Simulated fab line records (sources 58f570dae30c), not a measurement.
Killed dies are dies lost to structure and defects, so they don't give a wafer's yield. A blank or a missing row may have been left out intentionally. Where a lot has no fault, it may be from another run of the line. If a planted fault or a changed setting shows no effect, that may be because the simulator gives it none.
Which tool was responsible? -- flow berkeley_cmos170 -- 7 lots, 21 wafers sampled, at 2 steps of a route of 331

== WHAT THE GAUGES SHOWED, per wafer ==
UCB170_NLDD_TW_MEAS_11.
lot,measured,on,NLDD_TW
L906,day 8 08:06,film_metro-01,2212 2208 2208
L907,day 8 15:35,film_metro-02,2224 2219 2237
L909,day 9 03:04,film_metro-01,2197 2194 2211
L912,day 9 08:50,film_metro-03,2175 2194 2191
L913,day 9 21:23,film_metro-03,2189 2175 2184
L918,day 10 17:01,film_metro-01,2208 2206 2218
L926,day 11 22:22,film_metro-01,2206 2198 2219

== WHICH TOOL RAN EACH LOT (tool, then ch and the chambers of the sampled wafers, then the start) ==
lot,UCB170_NLDD_DEVELOP_05
L906,"litho_track-01 ch 0, day 8 07:00"
L907,"litho_track-01 ch 0, day 8 14:00"
L909,"litho_track-01 ch 0, day 9 02:00"
L912,"litho_track-04 ch 0, day 9 08:00"
L913,"litho_track-03 ch 0, day 9 20:00"
L918,"litho_track-03 ch 0, day 10 16:00"
L926,"litho_track-03 ch 0, day 11 21:00"
- UCB170_NLDD_DEVELOP_05: develop time 45 s.

== THE ANSWER, worked out from the rows above alone ==
Rule: usual is defined by the lots themselves. Put in order of their means at a reading, lots are off if they are a third of the lots or fewer, leave a main group of 4 or more, and stand apart from it by a gap of 3 or more times the standard deviation of the main group's means; of several such gaps the widest counts. Not used: any main group whose means are identical at the precision the tables above print for the reading. Also off: a lot with no number at a reading for which 4 or more lots have one. All remaining lots with rows at the step are treated as sound.
No lot is off at any reading shown: from this, nothing can be told.

== WHAT WAS PUT IN BY THE SIMULATOR ==
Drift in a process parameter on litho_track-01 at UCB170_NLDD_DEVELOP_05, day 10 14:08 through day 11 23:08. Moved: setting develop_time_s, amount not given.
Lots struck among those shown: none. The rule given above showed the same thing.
